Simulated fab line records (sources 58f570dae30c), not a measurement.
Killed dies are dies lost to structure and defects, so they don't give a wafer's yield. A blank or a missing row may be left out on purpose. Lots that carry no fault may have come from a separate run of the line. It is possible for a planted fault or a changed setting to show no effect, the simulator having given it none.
fab line records ; flow berkeley-cmos170
record lots=15; wafers=45; last-day=11
route steps=331 shown ACTIVE@74 FIELD@91 M1@249 V2@293
lots that met no fault: taken from a fault-free run of the same line
start-h: the number of hours between the record's first day and the start of the first shown wafer of the lot ; wait-h: hours elapsed since this lot's preceding step ; " the same as in the row above ; L1.1+2: several wafers, shown together as one row ; - value missing, or start not given ; * or withheld: withheld ; < > ~ a bound
route shown NAME@n: NAME is a module with steps in the file, n the number in the route of the first one ; usual: mean/standard deviation of fault-free wafers ; same: alike in all rows ; chamber/n: place in a boat ; sites: per-site readings ; _std_site: how widely they spread, as a standard deviation ; _edge_site: inner sites' mean taken away from outer sites' mean ; radius-mm: how far each site lies from the wafer's centre ; mask NAME#n: copy n ; behind: tool/chamber where the wafer was last shaped ; hold: why the lot was held/for how many hours/how that ended ; device: whichever transistor did not switch (one of n, p or np) ; end of line: the same wafers' tests at the end of the route ; a step given without rows: its recipe and nothing more ; killed: count of dies lost to structure and defects at first sort (not the wafer's yield) ; map: shows each die of a wafer: x if killed, . if not, _ if none is there
set.NAME: the run value of the setting; set.NAME@STEP: its run value at that earlier step ; model.NAME: the simulator's own value behind a step, which no gauge read
a sample of lots followed through the steps of the route, with each step as a table and each wafer as a row
services: from which hour (start-h, from the record's first day; less than 0 if before it) a tool's chamber was out of use, for how many hours, and why
## steps
# step UCB170_ACTIVE_OVL_MEAS_14
# usual ACTIVE_OVL=3/4.3
lot.wafer;tool;chamber;start-h;wait-h;ACTIVE_OVL[nm]
L595.3;overlay-01;-;82.75;0.1;6
L595.4;overlay-01;-;82.75;0.1;1
L595.6;overlay-01;-;82.75;0.1;6
L596.1;overlay-02;-;83.10;0.1;-5
L596.2;overlay-02;-;83.10;0.1;2
L596.5;overlay-02;-;83.10;0.1;-2
L598.1;overlay-02;-;85.51;0.1;5
L598.4;overlay-02;-;85.51;0.1;3
L598.6;overlay-02;-;85.51;0.1;5
L597.2;overlay-02;-;85.75;0.1;3
L597.3;overlay-02;-;85.75;0.1;6
L597.5;overlay-02;-;85.75;0.1;4
L599.1;overlay-02;-;89.81;0.1;2
L599.5;overlay-02;-;89.81;0.1;7
L599.6;overlay-02;-;89.81;0.1;-5
L601.2;overlay-02;-;100.32;0.1;4
L601.4;overlay-02;-;100.32;0.1;-1
L601.5;overlay-02;-;100.32;0.1;0
L600.2;overlay-02;-;100.59;0.1;-7
L600.3;overlay-02;-;100.59;0.1;7
L600.4;overlay-02;-;100.59;0.1;2
L604.3;overlay-02;-;116.29;0.1;3
L604.5;overlay-02;-;116.29;0.1;7
L604.6;overlay-02;-;116.29;0.1;3
L606.1;overlay-02;-;127.65;0.1;3
L606.2;overlay-02;-;127.65;0.1;14
L606.6;overlay-02;-;127.65;0.1;5
L607.4;overlay-02;-;127.91;0.1;12
L607.5;overlay-02;-;127.91;0.1;-1
L607.6;overlay-02;-;127.91;0.1;2
L613.2;overlay-01;-;159.19;0.1;5
L613.5;overlay-01;-;159.19;0.1;11
L613.6;overlay-01;-;159.19;0.1;2
L612.3;overlay-01;-;163.61;0.1;1
L612.4;overlay-01;-;163.61;0.1;6
L612.6;overlay-01;-;163.61;0.1;3
L614.3;overlay-02;-;177.29;0.1;10
L614.4;overlay-02;-;177.29;0.1;7
L614.6;overlay-02;-;177.29;0.1;5
L616.1;overlay-02;-;187.90;0.1;2
L616.2;overlay-02;-;187.90;0.1;3
L616.4;overlay-02;-;187.90;0.1;-2
L618.2;overlay-02;-;190.89;0.1;5
L618.4;overlay-02;-;190.89;0.1;9
L618.6;overlay-02;-;190.89;0.1;5
# step UCB170_FIELD_THK_MEAS_02
# recipe reads=SiO2_of_FIELD_OXIDATION_01
# usual FIELD_OXIDE_THK=560/11
lot.wafer;tool;chamber;start-h;wait-h;FIELD_OXIDE_THK[nm]
L596.1;film-metro-04;-;93.02;0.0;552
L596.2;film-metro-04;-;93.02;0.0;550
L596.5;film-metro-04;-;93.02;0.0;549
L598.1;film-metro-03;-;93.04;0.0;549
L598.4;film-metro-03;-;93.04;0.0;555
L598.6;film-metro-03;-;93.04;0.0;546
L595.3;film-metro-01;-;93.04;0.0;541
L595.4;film-metro-01;-;93.04;0.0;544
L595.6;film-metro-01;-;93.04;0.0;538
L597.2;film-metro-01;-;93.09;0.1;555
L597.3;film-metro-01;-;93.09;0.1;544
L597.5;film-metro-01;-;93.09;0.1;549
L599.1;film-metro-04;-;97.26;0.0;561
L599.5;film-metro-04;-;97.26;0.0;550
L599.6;film-metro-04;-;97.26;0.0;554
L600.2;film-metro-03;-;108.01;0.0;577
L600.3;film-metro-03;-;108.01;0.0;573
L600.4;film-metro-03;-;108.01;0.0;571
L601.2;film-metro-04;-;108.01;0.0;560
L601.4;film-metro-04;-;108.01;0.0;567
L601.5;film-metro-04;-;108.01;0.0;559
L604.3;film-metro-01;-;124.58;0.0;559
L604.5;film-metro-01;-;124.58;0.0;563
L604.6;film-metro-01;-;124.58;0.0;566
L606.1;film-metro-04;-;133.90;0.0;564
L606.2;film-metro-04;-;133.90;0.0;562
L606.6;film-metro-04;-;133.90;0.0;568
L607.4;film-metro-03;-;133.93;0.0;558
L607.5;film-metro-03;-;133.93;0.0;562
L607.6;film-metro-03;-;133.93;0.0;552
L613.2;film-metro-04;-;167.31;0.0;580
L613.5;film-metro-04;-;167.31;0.0;565
L613.6;film-metro-04;-;167.31;0.0;574
L612.3;film-metro-04;-;171.81;0.0;545
L612.4;film-metro-04;-;171.81;0.0;557
L612.6;film-metro-04;-;171.81;0.0;558
L614.3;film-metro-03;-;183.80;0.0;564
L614.4;film-metro-03;-;183.80;0.0;570
L614.6;film-metro-03;-;183.80;0.0;567
L616.1;film-metro-03;-;193.13;0.0;582
L616.2;film-metro-03;-;193.13;0.0;586
L616.4;film-metro-03;-;193.13;0.0;571
L618.2;film-metro-04;-;197.59;0.1;571
L618.4;film-metro-04;-;197.59;0.1;578
L618.6;film-metro-04;-;197.59;0.1;567
# step UCB170_M1_ETCH_11
# recipe chemistry=N2/H2; target-depth-a=withheld; overetch-a=withheld; target=BARC; time-s=withheld; source-w=500; bias-w=100; pressure-mtorr=30; n2-flow-sccm=100; h2-flow-sccm=200
# usual bias-w=100.02/0.28; chamber-pressure-mTorr=30.002/0.027; drypump-motor-current-A=5.8/0.34; oes-product-au=1.001/0.023; throttle-valve-pct=13.34/0.13
lot.wafer;tool;chamber;start-h;wait-h;bias-w;chamber-pressure-mTorr;drypump-motor-current-A;oes-product-au;throttle-valve-pct
L596.1;rie-diel-04;1;143.49;0.0;100.28;30.005;5.9;0.985;13.19
L596.2;rie-diel-04;3;143.49;0.0;99.81;30.006;5.3;1.019;13.40
L596.5;rie-diel-04;3;143.49;0.0;100.39;30.066;5.3;1.017;13.39
L598.1;rie-diel-04;0;147.81;0.0;99.77;29.983;6.3;1.027;13.65
L598.4;rie-diel-04;1;147.81;0.0;100.41;30.045;6.0;0.984;13.20
L598.6;rie-diel-04;1;147.81;0.0;100.03;30.036;5.9;0.984;13.20
L595.3;rie-diel-02;3;148.41;0.0;99.84;30.012;5.2;1.012;13.36
L595.4;rie-diel-02;2;148.41;0.0;99.58;30.015;6.2;1.033;13.23
L595.6;rie-diel-02;2;148.41;0.0;99.61;30.016;6.2;1.030;13.23
L597.2;rie-diel-03;1;148.54;0.0;100.04;30.001;5.5;0.953;13.27
L597.3;rie-diel-03;0;148.54;0.0;100.55;29.982;5.7;0.995;13.39
L597.5;rie-diel-03;0;148.54;0.0;100.30;29.990;5.7;0.985;13.40
L599.1;rie-diel-04;0;152.22;0.0;99.89;30.033;6.3;1.031;13.64
L599.5;rie-diel-04;3;152.22;0.0;99.62;29.992;5.3;1.021;13.39
L599.6;rie-diel-04;2;152.22;0.0;100.13;29.930;5.9;1.010;13.30
L600.2;rie-diel-03;3;159.91;0.0;100.02;29.987;6.0;0.989;13.24
L600.3;rie-diel-03;0;159.91;0.0;99.91;29.996;5.7;0.986;13.40
L600.4;rie-diel-03;1;159.91;0.0;100.17;30.022;5.5;0.945;13.27
L601.2;rie-diel-02;1;160.39;0.0;100.04;29.975;6.4;0.986;13.21
L601.4;rie-diel-02;3;160.39;0.0;99.74;30.027;5.2;1.023;13.36
L601.5;rie-diel-02;0;160.39;0.0;100.26;30.009;5.6;1.007;13.28
L604.3;rie-diel-04;1;182.58;0.0;-;-;-;-;-
L604.5;rie-diel-04;1;182.58;0.0;-;-;-;-;-
L604.6;rie-diel-04;0;182.58;0.0;-;-;-;-;-
L607.4;rie-diel-04;0;194.91;0.0;-;-;-;-;-
L607.5;rie-diel-04;1;194.91;0.0;-;-;-;-;-
L607.6;rie-diel-04;2;194.91;0.0;-;-;-;-;-
L606.1;rie-diel-03;3;195.27;0.0;-;-;-;-;-
L606.2;rie-diel-03;1;195.27;0.0;-;-;-;-;-
L606.6;rie-diel-03;0;195.27;0.0;-;-;-;-;-
L612.3;rie-diel-03;2;228.61;0.0;100.14;30.025;5.8;1.015;13.37
L612.4;rie-diel-03;2;228.61;0.0;99.76;29.976;5.7;1.009;13.37
L612.6;rie-diel-03;0;228.61;0.0;99.74;29.988;5.7;0.988;13.40
L613.2;rie-diel-04;3;228.89;0.0;99.69;30.016;5.4;1.014;13.38
L613.5;rie-diel-04;0;228.89;0.0;100.35;30.011;6.4;1.022;13.66
L613.6;rie-diel-04;3;228.89;0.0;99.67;30.012;5.4;1.010;13.40
L614.3;rie-diel-03;0;241.50;0.0;100.05;30.053;5.7;0.998;13.41
L614.4;rie-diel-03;2;241.50;0.0;100.26;30.014;5.8;1.009;13.38
L614.6;rie-diel-03;3;241.50;0.0;99.84;29.994;6.0;0.997;13.24
L616.1;rie-diel-03;2;248.69;0.0;100.06;30.011;5.8;1.008;13.38
L616.2;rie-diel-03;1;248.69;0.0;99.96;29.968;5.5;0.968;13.26
L616.4;rie-diel-03;0;248.69;0.0;99.94;29.991;5.7;0.991;13.41
L618.2;rie-diel-04;3;257.57;0.0;100.29;30.035;5.3;0.999;13.35
L618.4;rie-diel-04;1;257.57;0.0;99.81;29.969;5.9;0.993;13.19
L618.6;rie-diel-04;0;257.57;0.0;99.57;30.006;6.3;1.026;13.66
# step UCB170_M1_METAL_ETCH_12
# recipe chemistry=Cl2/BCl3; target=Al; stop-on=PSG; pressure-mtorr=12; target-depth-a=7800; over-etch-frac=0.3; time-s=130; icp-w=600; bias-w=120; Cl2_flow_sccm=90; bcl3-flow-sccm=45
# usual bcl3-flow-sccm=45.00/0.14; bias-w=120.0/0.37; drypump-motor-current-A=5.9/0.59; oes-product-au=0.857/0.014; throttle-valve-pct=24.48/0.28
lot.wafer;tool;chamber;start-h;wait-h;bcl3-flow-sccm;bias-w;drypump-motor-current-A;oes-product-au;rf-hours-counter-h;throttle-valve-pct
L596.1;rie-metal-01;0;143.53;-;44.92;120.1;6.3;0.865;3;24.38
L596.2;rie-metal-01;1;143.53;-;44.97;119.9;5.7;0.868;4;23.99
L596.5;rie-metal-01;1;143.53;-;44.91;119.6;5.6;0.866;-;23.98
L598.1;rie-metal-04;1;147.85;-;45.04;120.3;6.0;0.834;4;24.27
L598.4;rie-metal-04;1;147.85;-;44.80;120.4;6.0;0.841;-;24.29
L598.6;rie-metal-04;0;147.85;-;45.00;119.6;5.3;0.882;-;24.85
L595.3;rie-metal-03;0;148.50;-;44.86;121.0;4.8;0.853;-;24.52
L595.4;rie-metal-03;1;148.50;-;44.96;119.8;6.5;0.837;-;24.74
L595.6;rie-metal-03;1;148.50;-;45.08;119.9;6.6;0.852;-;24.73
L597.2;rie-metal-01;1;148.58;-;45.05;119.5;5.7;0.862;4;23.98
L597.3;rie-metal-01;0;148.58;-;45.05;119.6;6.3;0.860;-;24.38
L597.5;rie-metal-01;1;148.58;-;45.12;120.0;5.7;0.861;-;23.99
L599.1;rie-metal-04;1;152.26;-;44.84;119.8;6.1;0.848;4;24.27
L599.5;rie-metal-04;0;152.26;-;44.76;119.7;5.3;0.882;-;24.85
L599.6;rie-metal-04;1;152.26;-;44.85;120.4;6.1;0.847;-;24.31
L600.2;rie-metal-04;0;159.95;-;44.94;119.7;5.3;0.870;7;24.84
L600.3;rie-metal-04;1;159.95;-;45.03;120.3;6.0;0.842;-;24.27
L600.4;rie-metal-04;0;159.95;-;44.96;119.3;5.3;0.878;-;24.86
L601.2;rie-metal-03;1;160.43;-;45.11;120.6;6.5;0.839;7;24.72
L601.4;rie-metal-03;0;160.43;-;45.03;120.4;4.8;0.854;-;24.50
L601.5;rie-metal-03;1;160.43;-;44.90;120.7;6.5;0.841;-;24.72
L604.3;rie-metal-01;1;182.66;-;44.88;119.7;5.7;0.379;-;24.21
L604.5;rie-metal-01;1;182.66;-;45.04;119.7;5.7;0.369;-;24.22
L604.6;rie-metal-01;0;182.66;-;45.01;120.5;6.2;0.374;-;24.61
L607.4;rie-metal-03;0;195.00;-;45.04;119.7;4.8;0.378;-;24.74
L607.5;rie-metal-03;1;195.00;-;45.05;120.1;6.6;0.370;-;24.96
L607.6;rie-metal-03;0;195.00;-;44.88;119.7;4.8;0.375;-;24.75
L606.1;rie-metal-01;0;195.31;-;44.98;120.0;6.2;0.377;5;24.61
L606.2;rie-metal-01;1;195.31;-;45.07;120.1;5.7;0.378;6;24.22
L606.6;rie-metal-01;0;195.31;-;45.00;120.1;6.3;0.382;-;24.60
L612.3;rie-metal-01;1;228.70;-;44.93;120.4;5.7;0.858;-;24.01
L612.4;rie-metal-01;0;228.70;-;45.07;120.3;6.2;0.863;-;24.38
L612.6;rie-metal-01;1;228.70;-;44.98;119.7;5.7;0.868;-;24.00
L613.2;rie-metal-03;1;228.97;-;44.99;119.5;6.5;0.850;-;24.72
L613.5;rie-metal-03;1;228.97;-;44.93;120.3;6.5;0.851;-;24.71
L613.6;rie-metal-03;1;228.97;-;44.89;119.4;6.5;0.850;-;24.75
L614.3;rie-metal-04;1;241.58;-;44.92;119.9;6.0;0.847;-;24.27
L614.4;rie-metal-04;0;241.58;-;44.76;119.3;5.3;0.876;-;24.84
L614.6;rie-metal-04;1;241.58;-;44.98;120.0;6.1;0.848;-;24.28
L616.1;rie-metal-03;1;248.73;-;45.12;119.9;6.5;0.849;9;24.73
L616.2;rie-metal-03;0;248.73;-;45.07;119.9;4.8;0.836;0;24.38
L616.4;rie-metal-03;0;248.73;-;45.19;120.0;4.8;0.850;-;24.38
L618.2;rie-metal-01;1;257.62;-;44.81;119.7;5.7;0.855;8;24.01
L618.4;rie-metal-01;0;257.62;-;45.16;120.0;6.2;0.868;-;24.38
L618.6;rie-metal-01;1;257.62;-;45.02;120.3;5.7;0.863;-;24.01
# step UCB170_M1_CD_MEAS_90
# recipe target-cd-nm=700
# usual cd-nm=700.4/2.9
lot.wafer;tool;chamber;start-h;wait-h;cd-nm
L596.1;cd-sem-01;-;143.85;0.1;699.0
L596.2;cd-sem-01;-;143.85;0.1;700.3
L596.5;cd-sem-01;-;143.85;0.1;700.3
L598.1;cd-sem-01;-;148.31;0.3;695.6
L598.4;cd-sem-01;-;148.31;0.3;694.8
L598.6;cd-sem-01;-;148.31;0.3;701.2
L595.3;cd-sem-01;-;148.73;0.1;705.4
L595.4;cd-sem-01;-;148.73;0.1;702.8
L595.6;cd-sem-01;-;148.73;0.1;701.3
L597.2;cd-sem-02;-;148.83;0.1;697.2
L597.3;cd-sem-02;-;148.83;0.1;695.0
L597.5;cd-sem-02;-;148.83;0.1;697.5
L599.1;cd-sem-02;-;152.49;0.1;697.5
L599.5;cd-sem-02;-;152.49;0.1;704.0
L599.6;cd-sem-02;-;152.49;0.1;697.6
L600.2;cd-sem-02;-;160.20;0.1;702.7
L600.3;cd-sem-02;-;160.20;0.1;699.6
L600.4;cd-sem-02;-;160.20;0.1;702.5
L601.2;cd-sem-01;-;160.69;0.1;705.4
L601.4;cd-sem-01;-;160.69;0.1;704.8
L601.5;cd-sem-01;-;160.69;0.1;704.9
L604.3;cd-sem-02;-;182.89;0.1;-
L604.5;cd-sem-02;-;182.89;0.1;-
L604.6;cd-sem-02;-;182.89;0.1;-
L607.4;cd-sem-01;-;195.41;0.3;-
L607.5;cd-sem-01;-;195.41;0.3;-
L607.6;cd-sem-01;-;195.41;0.3;-
L606.1;cd-sem-01;-;195.59;0.1;-
L606.2;cd-sem-01;-;195.59;0.1;-
L606.6;cd-sem-01;-;195.59;0.1;-
L612.3;cd-sem-02;-;228.93;0.1;699.0
L612.4;cd-sem-02;-;228.93;0.1;699.3
L612.6;cd-sem-02;-;228.93;0.1;701.8
L613.2;cd-sem-02;-;229.39;0.2;702.9
L613.5;cd-sem-02;-;229.39;0.2;702.2
L613.6;cd-sem-02;-;229.39;0.2;702.4
L614.3;cd-sem-01;-;241.81;0.1;695.8
L614.4;cd-sem-01;-;241.81;0.1;696.6
L614.6;cd-sem-01;-;241.81;0.1;695.1
L616.1;cd-sem-02;-;248.96;0.1;702.8
L616.2;cd-sem-02;-;248.96;0.1;703.6
L616.4;cd-sem-02;-;248.96;0.1;701.3
L618.2;cd-sem-01;-;257.87;0.1;699.0
L618.4;cd-sem-01;-;257.87;0.1;702.0
L618.6;cd-sem-01;-;257.87;0.1;699.4
# step UCB170_V2_THK_MEAS_01
# recipe reads=SiO2_of_V2_CVD_00
# usual V2_TEOS_THK=1999/24
lot.wafer;tool;chamber;start-h;wait-h;V2_TEOS_THK[nm]
L596.1;film-metro-02;-;156.15;0.1;2011
L596.2;film-metro-02;-;156.15;0.1;1999
L596.5;film-metro-02;-;156.15;0.1;2015
L598.1;film-metro-01;-;156.41;0.1;1957
L598.4;film-metro-01;-;156.41;0.1;1996
L598.6;film-metro-01;-;156.41;0.1;2019
L595.3;film-metro-04;-;156.67;0.1;1989
L595.4;film-metro-04;-;156.67;0.1;2042
L595.6;film-metro-04;-;156.67;0.1;2035
L597.2;film-metro-02;-;156.90;0.1;1993
L597.3;film-metro-02;-;156.90;0.1;2015
L597.5;film-metro-02;-;156.90;0.1;2021
L599.1;film-metro-04;-;163.69;0.1;1978
L599.5;film-metro-04;-;163.69;0.1;2009
L599.6;film-metro-04;-;163.69;0.1;2009
L600.2;film-metro-02;-;169.49;0.1;1950
L600.3;film-metro-02;-;169.49;0.1;1951
L600.4;film-metro-02;-;169.49;0.1;1976
L601.2;film-metro-02;-;169.70;0.1;1971
L601.4;film-metro-02;-;169.70;0.1;2011
L601.5;film-metro-02;-;169.70;0.1;2020
L612.3;film-metro-04;-;238.90;0.1;1982
L612.4;film-metro-04;-;238.90;0.1;2006
L612.6;film-metro-04;-;238.90;0.1;2004
L613.2;film-metro-04;-;240.14;0.1;1976
L613.5;film-metro-04;-;240.14;0.1;1985
L613.6;film-metro-04;-;240.14;0.1;2005
L614.3;film-metro-02;-;251.21;0.1;1990
L614.4;film-metro-02;-;251.21;0.1;2004
L614.6;film-metro-02;-;251.21;0.1;2007
L616.1;film-metro-04;-;257.64;0.1;1951
L616.2;film-metro-04;-;257.64;0.1;1974
L616.4;film-metro-04;-;257.64;0.1;1996
L618.2;film-metro-01;-;267.83;0.1;2007
L618.4;film-metro-01;-;267.83;0.1;1983
L618.6;film-metro-01;-;267.83;0.1;2031
## services
tool;chamber;start-h;hours;kind
rie-diel-03;2;171.13;3.5;repair
rie-diel-03;3;179.34;10.1;repair
rie-diel-02;0;191.67;2.8;repair
rie-diel-04;3;196.93;8.5;repair
rie-metal-03;0;200.79;-;clean
rie-metal-03;0;200.79;28.4;scheduled-down
rie-metal-03;0;200.79;28.4;vent-cycle
rie-diel-03;1;215.47;-;clean
rie-diel-03;1;215.47;29.8;scheduled-down
rie-diel-03;1;215.47;29.8;vent-cycle
rie-diel-02;1;226.90;6.2;repair
rie-diel-04;3;235.84;-;clean
rie-diel-04;3;235.84;18.6;scheduled-down
rie-diel-04;3;235.84;18.6;vent-cycle
rie-metal-03;-;244.35;1.4;pm
rie-diel-03;3;245.25;-;clean
rie-diel-03;3;245.25;19.0;scheduled-down
rie-diel-03;3;245.25;19.0;vent-cycle
## key
first-sign step=UCB170_M1_ETCH_11; reading=tool-record; direction=missing
effect step=UCB170_M1_METAL_ETCH_12; reading=oes-product-au; direction=down; sigmas=33; usual=0.857; struck=0.376
effect step=UCB170_M1_CD_MEAS_90; reading=cd-nm; direction=missing
met-at UCB170_M1_ETCH_11
struck-lots L604,L606,L607
later-rows-left-out L604.3,L604.5,L604.6,L606.1,L606.2,L606.6,L607.4,L607.5,L607.6
sort-left-out L604.3,L604.5,L604.6,L606.1,L606.2,L606.6,L607.4,L607.5,L607.6
not-acting-at UCB170_ACTIVE_OVL_MEAS_14,UCB170_FIELD_THK_MEAS_02,UCB170_V2_THK_MEAS_01
onset-between 159.91 182.58
fault kind=skipped-step-whole; tool=rie-diel-03,rie-diel-04; chamber=-; onset-h=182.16; steps=UCB170_M1_ETCH_11; scope=struck-lots-only
# sort-left-out: the simulated sort isn't trusted on such a fault, so these wafers' sort isn't shown, and their yield isn't known
# later-rows-left-out: the simulator's readings of these wafers behind a module that went badly wrong aren't trusted and aren't shown, but for the sort
